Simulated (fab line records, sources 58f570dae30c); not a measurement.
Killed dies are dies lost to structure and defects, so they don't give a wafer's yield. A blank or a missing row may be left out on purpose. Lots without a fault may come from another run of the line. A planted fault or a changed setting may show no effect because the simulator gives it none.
fab line records | flow berkeley_cmos170
record lots=6 wafers=18 last_day=11
route steps=331 shown CONTACT@226 M1@238
lots that met no fault: from a run of the same line without faults
start_h: hours from the record's first day to the start of the lot's first wafer shown | wait_h: hours since the lot's step before | " the same as in the row above | L1.1+2: a row that stands for several wafers | - no value, or no start given | * or withheld: withheld | < > ~ a bound
route shown NAME@n: a module of which the file shows steps, and the number in the route of the first | usual: mean/standard deviation of fault-free wafers | same: alike in all rows | chamber/n: place in a boat | sites: the reading at each site | _std_site: their standard deviation | _edge_site: outer sites' mean less inner sites' | radius_mm: how far each site lies from the wafer's centre | mask NAME#n: copy n | behind: the tool/chamber that last shaped the wafer | hold: why the lot was held/for how many hours/how that ended | device: the transistor (n, p or np) that didn't switch | end of line: the same wafers' tests at the end of the route | a step without rows: its recipe alone | killed: dies lost to structure and defects at the first sort, not the wafer's yield | map: a wafer's dies, x killed, . not, _ none there
set.NAME: the setting as run; set.NAME@STEP: as run at that earlier step | model.NAME: the simulator's own value behind a step, which no gauge read
lots at some steps of the route; a table a step, a row a wafer
services: from which hour (start_h, from the record's first day; less than 0 if before it) a tool's chamber was out of use, for how many hours, and why
## steps
# step UCB170_CONTACT_COAT_10
# recipe resist=KrF spin_rpm=1500 resist_thk_nm=900
# step UCB170_CONTACT_SOFTBAKE_11
# recipe resist=KrF temp_c=130 time_s=60
# step UCB170_CONTACT_EXPOSE_12
# recipe mask_id=CONT target_cd_nm=700 na=0.5 sigma_outer=0.6 source_shape=conventional dose_mj=35
# step UCB170_CONTACT_PEB_13
# recipe peb_temp_c=130 peb_time_s=withheld resist=KrF
# step UCB170_CONTACT_DEVELOP_14
# recipe developer=TMAH develop_time_s=45 resist=KrF dev_temp_c=21
# step UCB170_CONTACT_CD_MEAS_15
# recipe target_cd_nm=700
# usual cd_nm=700.0/1.2
# columns lot.wafer tool chamber start_h wait_h cd_nm
L703.2 cd_sem-01 - 169.26 - 699.5
L703.5 " - " " 698.1
L703.6 " - " " 699.8
L702.1 cd_sem-02 - 169.45 - 699.8
L702.2 " - " " 700.4
L702.6 " - " " 700.6
L706.1 cd_sem-01 - 195.06 - 699.3
L706.4 " - " " 699.4
L706.6 " - " " 699.5
L710.1 cd_sem-01 - 211.32 - 701.3
L710.4 " - " " 701.2
L710.5 " - " " 701.3
L716.1 cd_sem-02 - 242.94 - 700.3
L716.4 " - " " 699.5
L716.5 " - " " 701.4
L721.2 cd_sem-01 - 255.42 - 698.4
L721.4 " - " " 697.7
L721.5 " - " " 699.6
# step UCB170_CONTACT_OVL_MEAS_16
# usual CONTACT_OVL=-2/5.3
# columns lot.wafer tool chamber start_h wait_h CONTACT_OVL[nm]
L703.2 overlay-02 - 169.36 0.1 9
L703.5 " - " " 0
L703.6 " - " " -1
L702.1 overlay-01 - 169.57 0.1 -4
L702.2 " - " " -4
L702.6 " - " " -2
L706.1 overlay-01 - 195.18 0.1 -1
L706.4 " - " " -4
L706.6 " - " " 1
L710.1 overlay-01 - 211.44 0.1 -4
L710.4 " - " " -1
L710.5 " - " " -3
L716.1 overlay-02 - 243.06 0.1 -6
L716.4 " - " " -8
L716.5 " - " " -2
L721.2 overlay-02 - 255.52 0.1 -16
L721.4 " - " " -20
L721.5 " - " " -11
# step UCB170_CONTACT_ETCH_17
# recipe chemistry=N2/H2 target_depth_a=withheld overetch_a=withheld target=BARC time_s=withheld source_w=500 bias_w=100 pressure_mtorr=30 n2_flow_sccm=100 h2_flow_sccm=200
# usual chamber_pressure_mTorr=30.000/0.026 drypump_motor_current_A=5.7/0.39 oes_product_au=0.999/0.025 throttle_valve_pct=13.31/0.18
# columns lot.wafer tool chamber start_h wait_h chamber_pressure_mTorr drypump_motor_current_A oes_product_au throttle_valve_pct
L703.2 rie_diel-01 2 169.39 0.0 30.056 5.9 1.029 13.34
L703.5 " 1 " " 29.966 5.7 0.991 13.11
L703.6 " 2 " " 29.959 5.9 1.036 13.35
L702.1 rie_diel-02 2 169.60 0.0 30.019 5.6 0.983 13.29
L702.2 " 0 " " 29.997 5.5 1.034 13.36
L702.6 " 3 " " 30.070 5.3 0.977 13.35
L706.1 rie_diel-01 1 195.22 0.0 30.012 5.7 0.991 13.12
L706.4 " 3 " " 29.983 5.8 1.027 13.22
L706.6 " 2 " " 30.021 5.9 1.026 13.35
L710.1 rie_diel-01 1 211.48 0.0 29.976 5.7 0.983 13.11
L710.4 " 3 " " 30.006 5.8 1.023 13.25
L710.5 " 3 " " 30.029 5.8 1.035 13.22
L716.1 rie_diel-01 3 243.10 0.0 30.033 5.8 1.019 13.23
L716.4 " 0 " " 29.970 5.2 1.003 12.94
L716.5 " 0 " " 30.013 5.2 1.006 12.94
L721.2 rie_diel-01 1 255.55 0.0 30.006 5.7 0.987 13.08
L721.4 " 3 " " 29.949 5.8 1.024 13.22
L721.5 " 3 " " 29.991 5.7 1.037 13.22
# step UCB170_CONTACT_ETCH_18
# recipe chemistry=CHF3/CF4/Ar target=PSG stop_on=TiSi2 CHF3_flow_sccm=45 cf4_flow_sccm=15 Ar_flow_sccm=150 pressure_mtorr=200 rf_w=700 target_depth_a=8400 over_etch_frac=0.2 time_s=195
# usual cf4_flow_sccm=15.01/0.044 chamber_pressure_mTorr=200.03/0.17 drypump_motor_current_A=5.7/0.4 oes_product_au=0.900/0.018 throttle_valve_pct=6.94/0.13
# columns lot.wafer tool chamber start_h wait_h cf4_flow_sccm chamber_pressure_mTorr drypump_motor_current_A oes_product_au rf_hours_counter_h throttle_valve_pct
L703.2 rie_diel-01 2 - - 14.98 200.11 5.9 0.927 111 6.96
L703.5 " 1 " " 15.02 200.33 5.7 0.882 - 6.75
L703.6 " 2 " " 14.96 200.16 5.9 0.924 - 6.96
L702.1 rie_diel-02 2 - - 15.01 200.33 5.6 0.867 98 6.92
L702.2 " 0 " " 15.00 200.10 5.4 0.905 9 6.89
L702.6 " 3 " " 14.98 199.96 5.3 0.884 - 7.00
L706.1 rie_diel-01 1 - - 15.00 200.06 5.7 0.901 4 6.75
L706.4 " 3 " " 14.92 199.92 5.7 0.933 - 6.95
L706.6 " 2 " " 15.05 200.14 5.9 0.941 - 6.96
L710.1 rie_diel-01 1 - - 14.93 200.06 5.7 0.901 5 6.76
L710.4 " 3 " " 14.97 199.86 5.7 0.926 54 6.95
L710.5 " 3 " " 14.97 200.17 5.8 0.919 - 6.95
L716.1 rie_diel-01 3 - - 14.95 199.95 5.7 0.908 56 6.95
L716.4 " 0 " " 15.02 199.98 5.2 0.907 2 6.70
L716.5 " 0 " " 15.02 199.90 5.2 0.903 - 6.70
L721.2 rie_diel-01 1 - - 15.04 199.67 5.7 0.889 8 6.77
L721.4 " 3 " " 15.00 199.84 5.7 0.910 56 6.95
L721.5 " 3 " " 15.09 200.25 5.7 0.911 - 6.96
# step UCB170_CONTACT_STRIP_19
# recipe chemistry=O2 power_w=400 pressure_mtorr=3500 platen_temp_c=withheld o2_flow_sccm=400 overash_fraction=0.5
# usual chamber_pressure_mTorr=3500/3.2 drypump_motor_current_A=5.9/0.33 oes_product_au=0.725/0.005
# columns lot.wafer tool chamber start_h wait_h chamber_pressure_mTorr drypump_motor_current_A oes_product_au rf_hours_counter_h
L703.2 plasma_asher-01 1 169.56 - 3501 6.3 0.732 42
L703.5 " 1 " " 3499 6.3 0.728 -
L703.6 " 0 " " 3499 5.5 0.730 -
L702.1 plasma_asher-02 0 169.77 - 3502 5.8 0.728 7
L702.2 " 1 " " 3498 5.8 0.723 7
L702.6 " 0 " " 3498 5.8 0.723 -
L706.1 plasma_asher-01 0 195.38 - 3501 5.5 0.723 45
L706.4 " 0 " " 3497 5.5 0.729 -
L706.6 " 0 " " 3500 5.5 0.722 -
L710.1 plasma_asher-01 0 211.65 - 3496 5.5 0.724 47
L710.4 " 1 " " 3502 6.3 0.728 -
L710.5 " 0 " " 3494 5.5 0.729 -
L716.1 plasma_asher-02 1 243.26 - 3503 5.8 0.726 15
L716.4 " 1 " " 3500 5.8 0.721 -
L716.5 " 0 " " 3498 5.8 0.726 -
L721.2 plasma_asher-01 0 255.72 - 3497 5.5 0.723 52
L721.4 " 1 " " 3505 6.3 0.720 -
L721.5 " 1 " " 3500 6.3 0.722 -
# step UCB170_CONTACT_CD_MEAS_90
# recipe target_cd_nm=700
# usual cd_nm=699.9/1.4
# columns lot.wafer tool chamber start_h wait_h cd_nm
L703.2 cd_sem-01 - 169.68 0.1 699.4
L703.5 " - " " 698.4
L703.6 " - " " 699.8
L702.1 cd_sem-02 - 169.87 0.1 700.0
L702.2 " - " " 701.6
L702.6 " - " " 699.2
L706.1 cd_sem-01 - 195.48 0.1 698.1
L706.4 " - " " 699.2
L706.6 " - " " 699.3
L710.1 cd_sem-02 - 211.75 0.1 700.4
L710.4 " - " " 701.0
L710.5 " - " " 701.6
L716.1 cd_sem-01 - 243.36 0.1 701.6
L716.4 " - " " 698.7
L716.5 " - " " 701.6
L721.2 cd_sem-02 - 255.90 0.1 697.7
L721.4 " - " " 697.6
L721.5 " - " " 700.2
# step UCB170_CONTACT_CLEAN_20
# recipe chemistry=SPM temp_c=120 time_s=600
# step UCB170_M1_SPUTTER_00
# recipe material=Al target_thk_nm=600 time_s=80 power_w=6000 chamber_pressure_pa=0.5
# usual throttle_valve_pct=30.1/0.97
# columns lot.wafer tool chamber start_h wait_h throttle_valve_pct model.Al_of_M1_SPUTTER_00.thk_nm
L703.2 pvd_sputter-01 - 169.95 0.0 30.8 599.9
L703.5 " - " " 30.6 597.2
L703.6 " - " " 30.9 601.4
L702.1 pvd_sputter-02 - 170.18 0.0 31.1 596
L702.2 " - " " 32.2 598.3
L702.6 " - " " 29.3 595.9
L706.1 pvd_sputter-01 - 195.78 0.0 28.9 837.8
L706.4 " - " " 30.8 834.1
L706.6 " - " " 30.6 827.6
L710.1 pvd_sputter-01 - 212.04 0.0 28.9 838.4
L710.4 " - " " 29.4 833.4
L710.5 " - " " 30.6 831.5
L716.1 pvd_sputter-04 - 243.67 0.0 29.7 591.4
L716.4 " - " " 28.9 585.9
L716.5 " - " " 29.1 587.6
L721.2 pvd_sputter-04 - 256.23 0.0 29.9 603.3
L721.4 " - " " 29.6 605.5
L721.5 " - " " 28.8 603
# step UCB170_M1_RS_MEAS_01
# recipe thk_meas_gauge=four-point-probe reads=Al_of_M1_SPUTTER_00
# usual M1_AL_RS=0.0487/0.00058
# columns lot.wafer tool chamber start_h wait_h M1_AL_RS[ohm/sq]
L703.2 film_metro-02 - 170.04 0.1 0.0484
L703.5 " - " " 0.0487
L703.6 " - " " 0.0484
L702.1 film_metro-01 - 170.24 0.0 0.0489
L702.2 " - " " 0.0486
L702.6 " - " " 0.0489
L706.1 film_metro-04 - 195.84 0.0 0.0346
L706.4 " - " " 0.0348
L706.6 " - " " 0.0351
L710.1 film_metro-01 - 212.10 0.0 0.0346
L710.4 " - " " 0.0347
L710.5 " - " " 0.0349
L716.1 film_metro-01 - 243.73 0.0 0.0492
L716.4 " - " " 0.0497
L716.5 " - " " 0.0496
L721.2 film_metro-04 - 256.31 0.1 0.0483
L721.4 " - " " 0.0481
L721.5 " - " " 0.0484
# step UCB170_M1_THK_MEAS_02
# recipe thk_meas_gauge=xrf reads=Al_of_M1_SPUTTER_00
# usual M1_AL_THK=602/8.4
# columns lot.wafer tool chamber start_h wait_h M1_AL_THK[nm]
L703.2 film_metro-02 - 170.15 0.1 603
L703.5 " - " " 601
L703.6 " - " " 607
L702.1 film_metro-01 - 170.36 0.1 602
L702.2 " - " " 604
L702.6 " - " " 600
L706.1 film_metro-04 - 195.96 0.1 840
L706.4 " - " " 840
L706.6 " - " " 833
L710.1 film_metro-01 - 212.22 0.1 848
L710.4 " - " " 845
L710.5 " - " " 838
L716.1 film_metro-01 - 243.85 0.1 592
L716.4 " - " " 587
L716.5 " - " " 586
L721.2 film_metro-04 - 256.42 0.1 603
L721.4 " - " " 608
L721.5 " - " " 600
# step UCB170_M1_COAT_03
# recipe resist=BARC temp_c=withheld time_s=withheld spin_rpm=3000 resist_thk_nm=withheld
# step UCB170_M1_COAT_04
# recipe resist=KrF spin_rpm=1500 resist_thk_nm=900
# step UCB170_M1_SOFTBAKE_05
# recipe resist=KrF temp_c=130 time_s=60
# step UCB170_M1_EXPOSE_06
# recipe mask_id=METAL1 target_cd_nm=700 na=0.5 sigma_outer=0.6 source_shape=conventional dose_mj=21
# step UCB170_M1_PEB_07
# recipe peb_temp_c=130 peb_time_s=withheld resist=KrF
# step UCB170_M1_DEVELOP_08
# recipe developer=TMAH develop_time_s=45 resist=KrF dev_temp_c=21
# step UCB170_M1_CD_MEAS_09
# recipe target_cd_nm=700
# usual cd_nm=700.1/1.1
# columns lot.wafer tool chamber start_h wait_h cd_nm
L703.2 cd_sem-01 - 171.88 - 698.5
L703.5 " - " " 698.2
L703.6 " - " " 696.6
L702.1 cd_sem-02 - 172.14 - 699.7
L702.2 " - " " 700.5
L702.6 " - " " 699.8
L706.1 cd_sem-02 - 197.85 - 698.5
L706.4 " - " " 699.7
L706.6 " - " " 699.0
L710.1 cd_sem-01 - 214.22 - 701.0
L710.4 " - " " 701.8
L710.5 " - " " 702.0
L716.1 cd_sem-02 - 245.09 - 700.8
L716.4 " - " " 701.0
L716.5 " - " " 700.1
L721.2 cd_sem-01 - 258.39 - 700.8
L721.4 " - " " 700.7
L721.5 " - " " 698.8
# step UCB170_M1_OVL_MEAS_10
# usual M1_OVL=0/5.6
# columns lot.wafer tool chamber start_h wait_h M1_OVL[nm]
L703.2 overlay-02 - 171.99 0.1 0
L703.5 " - " " 7
L703.6 " - " " -2
L702.1 overlay-01 - 172.26 0.1 5
L702.2 " - " " -7
L702.6 " - " " -5
L706.1 overlay-01 - 197.97 0.1 6
L706.4 " - " " 7
L706.6 " - " " 5
L710.1 overlay-02 - 214.34 0.1 -6
L710.4 " - " " -7
L710.5 " - " " 1
L716.1 overlay-02 - 245.21 0.1 -15
L716.4 " - " " -8
L716.5 " - " " -13
L721.2 overlay-02 - 258.49 0.1 5
L721.4 " - " " 0
L721.5 " - " " 8
# step UCB170_M1_ETCH_11
# recipe chemistry=N2/H2 target_depth_a=withheld overetch_a=withheld target=BARC time_s=withheld source_w=500 bias_w=100 pressure_mtorr=30 n2_flow_sccm=100 h2_flow_sccm=200
# usual chamber_pressure_mTorr=29.998/0.027 drypump_motor_current_A=5.7/0.51 oes_product_au=1.007/0.028 throttle_valve_pct=13.35/0.22
# columns lot.wafer tool chamber start_h wait_h chamber_pressure_mTorr drypump_motor_current_A oes_product_au throttle_valve_pct
L703.2 rie_diel-03 2 172.02 0.0 30.017 6.3 0.986 13.62
L703.5 " 0 " " 30.032 6.6 0.995 13.07
L703.6 " 1 " " 29.960 5.5 1.014 13.51
L702.1 rie_diel-04 1 172.29 0.0 29.982 4.8 0.954 13.38
L702.2 " 2 " " 29.990 5.7 1.055 13.74
L702.6 " 0 " " 29.998 4.9 1.014 13.26
L706.1 rie_diel-03 2 198.01 0.0 29.949 6.3 0.998 13.63
L706.4 " 3 " " 29.984 6.0 0.985 13.52
L706.6 " 2 " " 29.991 6.3 0.998 13.63
L710.1 rie_diel-03 2 214.38 0.0 30.009 6.3 0.997 13.60
L710.4 " 3 " " 29.980 6.0 0.973 13.52
L710.5 " 1 " " 29.959 5.5 1.020 13.53
L716.1 rie_diel-03 0 245.25 0.0 30.019 6.6 0.992 13.05
L716.4 " 1 " " 29.991 5.5 1.019 13.52
L716.5 " 2 " " 30.040 6.3 0.985 13.61
L721.2 rie_diel-01 2 258.52 0.0 29.968 5.9 1.040 13.35
L721.4 " 0 " " 29.949 5.2 1.014 12.93
L721.5 " 3 " " 29.987 5.8 1.037 13.23
# step UCB170_M1_METAL_ETCH_12
# recipe chemistry=Cl2/BCl3 target=Al stop_on=PSG pressure_mtorr=12 target_depth_a=7800 over_etch_frac=0.3 time_s=130 icp_w=600 bias_w=120 Cl2_flow_sccm=90 bcl3_flow_sccm=45
# usual chamber_pressure_mTorr=11.999/0.011 drypump_motor_current_A=5.53/0.29 mfc_cl2_sccm=89.99/0.25 oes_product_au=0.865/0.015 throttle_valve_pct=24.39/0.19
# columns lot.wafer tool chamber start_h wait_h chamber_pressure_mTorr drypump_motor_current_A mfc_cl2_sccm oes_product_au rf_hours_counter_h throttle_valve_pct
L703.2 rie_metal-02 0 172.06 - 11.993 5.51 89.85 0.872 4.9 24.16
L703.5 " 1 " " 11.998 5.27 89.95 0.868 - 24.38
L703.6 " 0 " " 11.986 5.53 90.11 0.866 - 24.18
L702.1 rie_metal-01 0 172.33 - 11.991 5.36 89.48 0.874 4.1 24.68
L702.2 " 1 " " 12.002 5.36 90.21 0.871 6.1 24.36
L702.6 " 1 " " 12.001 5.33 90.15 0.872 - 24.34
L706.1 rie_metal-04 1 198.05 - 12.004 5.71 89.61 0.993 5.5 24.07
L706.4 " 1 " " 11.992 5.71 89.61 0.983 - 24.07
L706.6 " 0 " " 12.000 6.15 90.09 0.965 - 24.48
L710.1 rie_metal-01 0 214.42 - 11.991 5.38 90.10 1.009 5.1 24.60
L710.4 " 0 " " 12.004 5.38 90.08 1.022 - 24.61
L710.5 " 0 " " 11.983 5.39 90.19 1.019 - 24.59
L716.1 rie_metal-02 0 245.29 - 11.995 5.52 89.87 0.866 6.8 24.17
L716.4 " 0 " " 11.988 5.51 89.76 0.865 - 24.18
L716.5 " 0 " " 11.995 5.51 90.60 0.860 - 24.18
L721.2 rie_metal-01 1 258.57 - 11.996 5.34 89.86 0.875 8.4 24.34
L721.4 " 0 " " 11.983 5.33 89.82 0.881 - 24.66
L721.5 " 0 " " 12.011 5.35 89.76 0.874 - 24.67
# step UCB170_M1_STRIP_13
# recipe chemistry=O2 power_w=400 pressure_mtorr=3500 platen_temp_c=withheld o2_flow_sccm=400 overash_fraction=0.5
# usual chamber_pressure_mTorr=3500.1/2.8 drypump_motor_current_A=5.6/0.41 oes_product_au=0.721/0.0047
# columns lot.wafer tool chamber start_h wait_h chamber_pressure_mTorr drypump_motor_current_A oes_product_au rf_hours_counter_h
L703.2 plasma_asher-02 1 172.19 0.1 3502.0 5.8 0.720 7
L703.5 " 1 " " 3504.9 5.8 0.715 -
L703.6 " 0 " " 3500.0 5.8 0.717 -
L702.1 plasma_asher-03 0 172.47 0.1 3504.4 5.7 0.719 48
L702.2 " 1 " " 3499.8 6.4 0.733 48
L702.6 " 1 " " 3501.5 6.4 0.718 -
L706.1 plasma_asher-04 0 198.18 0.1 3494.1 5.4 0.717 39
L706.4 " 1 " " 3501.5 5.0 0.725 -
L706.6 " 1 " " 3497.3 5.0 0.722 -
L710.1 plasma_asher-02 0 214.56 0.1 3502.0 5.8 0.726 13
L710.4 " 1 " " 3496.6 5.8 0.717 -
L710.5 " 0 " " 3504.9 5.8 0.725 -
L716.1 plasma_asher-04 0 245.42 0.1 3502.7 5.4 0.725 46
L716.4 " 0 " " 3501.4 5.4 0.724 -
L716.5 " 0 " " 3497.1 5.4 0.719 -
L721.2 plasma_asher-04 0 258.70 0.1 3498.7 5.4 0.719 47
L721.4 " 0 " " 3503.6 5.4 0.721 -
L721.5 " 1 " " 3500.9 5.0 0.717 -
## services
# columns tool chamber start_h hours kind
plasma_asher-01 - 148.06 14.6 pm
plasma_asher-04 - 150.25 2.8 pm
rie_metal-04 - 150.98 0.6 repair
rie_diel-01 - 152.03 4.4 repair
rie_diel-01 - 156.83 0.5 repair
plasma_asher-04 - 164.85 29.1 pm
pvd_sputter-02 - 177.68 5.1 repair
rie_diel-02 1 184.06 2.1 repair
rie_diel-03 - 185.31 2.1 repair
rie_metal-01 - 186.40 0.4 repair
rie_diel-01 0 186.76 - clean
rie_diel-01 0 186.76 15.1 scheduled_down
rie_diel-01 0 186.76 15.1 vent_cycle
rie_diel-03 0 190.11 - clean
rie_diel-03 0 190.11 25.9 scheduled_down
rie_diel-03 0 190.11 25.9 vent_cycle
plasma_asher-01 - 193.15 0.9 repair
pvd_sputter-02 - 199.21 0.7 repair
rie_metal-02 - 213.22 1.3 repair
rie_diel-03 2 215.00 13.8 repair
plasma_asher-02 - 217.50 15.6 pm
rie_metal-02 - 223.08 0.2 repair
pvd_sputter-04 - 252.26 1.8 repair
rie_diel-04 - 254.76 0.3 repair
## key
first_sign step=UCB170_M1_RS_MEAS_01 reading=M1_AL_RS direction=down sigmas=24 usual=0.0487 struck=0.0348
effect step=UCB170_M1_THK_MEAS_02 reading=M1_AL_THK direction=up sigmas=28 usual=602 struck=841
effect step=UCB170_M1_METAL_ETCH_12 reading=oes_product_au direction=up sigmas=8.9 usual=0.865 struck=0.999
model_effect step=UCB170_M1_SPUTTER_00 value=Al_of_M1_SPUTTER_00.thk_nm without=604.1 struck=833.8
met_at UCB170_M1_SPUTTER_00
struck_wafers L706.1,L706.4,L706.6,L710.1,L710.4,L710.5
later_rows_left_out L706.1,L706.4,L706.6,L710.1,L710.4,L710.5
sort_left_out L706.1,L706.4,L706.6,L710.1,L710.4,L710.5
onset_between 169.95 195.78
fault kind=process_parameter_drift tool=pvd_sputter-01 chamber=- onset_h=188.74 steps=UCB170_M1_SPUTTER_00 channel=target_thk_nm offset=229.72 shape=step end_h=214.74 acts_in=these_recipes_only stated=600
# sort_left_out: the simulated sort isn't trusted on such a fault, so these wafers' sort isn't shown, and their yield isn't known
# later_rows_left_out: the simulator's readings of these wafers behind a module that went badly wrong aren't trusted and aren't shown, but for the sort
